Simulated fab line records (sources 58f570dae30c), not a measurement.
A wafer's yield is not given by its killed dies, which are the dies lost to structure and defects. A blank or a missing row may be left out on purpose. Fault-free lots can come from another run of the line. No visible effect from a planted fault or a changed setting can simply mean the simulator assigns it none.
A lot that was struck, set against a sound lot    flow berkeley cmos170    16 out of 331 route steps
Sound: the wafers L249.2, L249.4, L249.5. Struck: wafer L266.2 (left out: L266.5, L266.6 of the same lot, which were not struck); the cause appears at the end.
Order at every step that has rows: each side's tool, ch and its chambers, its first start. Under that, the readings that differ: sound wafers    struck wafers    difference of the means    sigmas: that difference in standard deviations of wafers without a fault.
alike: readings whose means differ by less than 2 such deviations, and words and numbers that are the same on both sides. not compared: withheld readings, readings that some wafer has no value for, bounds like >300 that may hide the same value, and numbers for which the record gives no deviation and whose values overlap.
The two part at a step that has a row with sigmas, a row that says differs or no value, or rows on one side only. Numbers that don't overlap but have no deviation are shown without sigmas and don't part them. A reading missing from all wafers of one side parts the sides only when that side holds two or more wafers.

UCB170_V1_CMP_02: polishes SiO2.
  sound on cmp-01 ch 1,2,3, day 8 12:31; struck on cmp-02 ch 2, day 12 00:58
  alike: motor current A, retaining ring pressure frac, slurry filter dp kPa
UCB170_V1_BOW_MEAS_03:
  sound: film metro-03 at day 8 12:44; struck: film metro-04 at day 12 01:08
  alike: V1_BOW
UCB170_V1_THK_MEAS_04:
  sound: film metro-03 at day 8 12:50; struck: film metro-04 at day 12 01:15
reading               sound              struck  difference  sigmas
V1_POLISHED_THK (nm)  998.9 998.2 998.3  1000.8  +2.3        +2
then, 7 steps without rows for these wafers: UCB170_V1_CLEAN_05 (cleans in DIW); UCB170_V1_HMDS_06 (prime time 60 s); UCB170_V1_COAT_07 (resist thk 900 nm); UCB170_V1_SOFTBAKE_08 (time 60 s); UCB170_V1_EXPOSE_09 (exposes mask VIA1, target cd 700 nm); UCB170_V1_PEB_10; UCB170_V1_DEVELOP_11 (develop time 45 s).
UCB170_V1_CD_MEAS_12: the cd target is 700 nm.
  sound: cd sem-02 at day 8 14:10; struck: cd sem-02 at day 12 02:32
  alike: cd nm
UCB170_V1_OVL_MEAS_13:
  sound: overlay-01 at day 8 14:16; struck: overlay-02 at day 12 02:38
reading      sound  struck  difference  sigmas
V1_OVL (nm)  3 3 1  -7      -9          -2
UCB170_V1_ETCH_14: etches SiO2 in CHF3/CF4/Ar, stops on Al, target depth 1250 nm, time 291 s.
  sound on rie diel-02 ch 0,1,3, day 8 14:18; struck on rie diel-02 ch 0, day 12 02:40
reading                              sound              struck  difference  sigmas
rf fwd power W (W)                   698.4 694.6 702.6  614.3   -84.2       -42
model.KrF_of_V1_COAT_07.thk nm (nm)  605.6 607.4 612.5  626.5   +18.0       
  alike: CHF3_flow_sccm, drypump motor current A, oes product au, throttle valve pct
  not compared: rf hours counter h
UCB170_V1_STRIP_15: strips in O2.
  sound on plasma asher-04 ch 0,1, day 8 14:29; struck on plasma asher-03 ch 1, day 12 02:51
reading                       sound              struck  difference  sigmas
o2 flow sccm (sccm)           400.7 402.7 401.2  397.6   -3.9        -4
strip time to endpoint s (s)  15.20 15.25 15.38  15.70   +0.42       +4
  alike: drypump motor current A, oes product au
  not compared: rf hours counter h
UCB170_V1_CD_MEAS_90: the cd target is 700 nm.
  sound: cd sem-01 at day 8 14:36; struck: cd sem-02 at day 12 02:58
  alike: cd nm
after that, 1 step had no rows for these wafers: UCB170_M3_PROBE_99.

## WHERE THEY PART
First at UCB170_V1_THK_MEAS_04; last, within this record, at UCB170_V1_STRIP_15. Later steps at which nothing parts them and some readings are alike: UCB170_V1_CD_MEAS_90.

WHY: what the simulator had put in
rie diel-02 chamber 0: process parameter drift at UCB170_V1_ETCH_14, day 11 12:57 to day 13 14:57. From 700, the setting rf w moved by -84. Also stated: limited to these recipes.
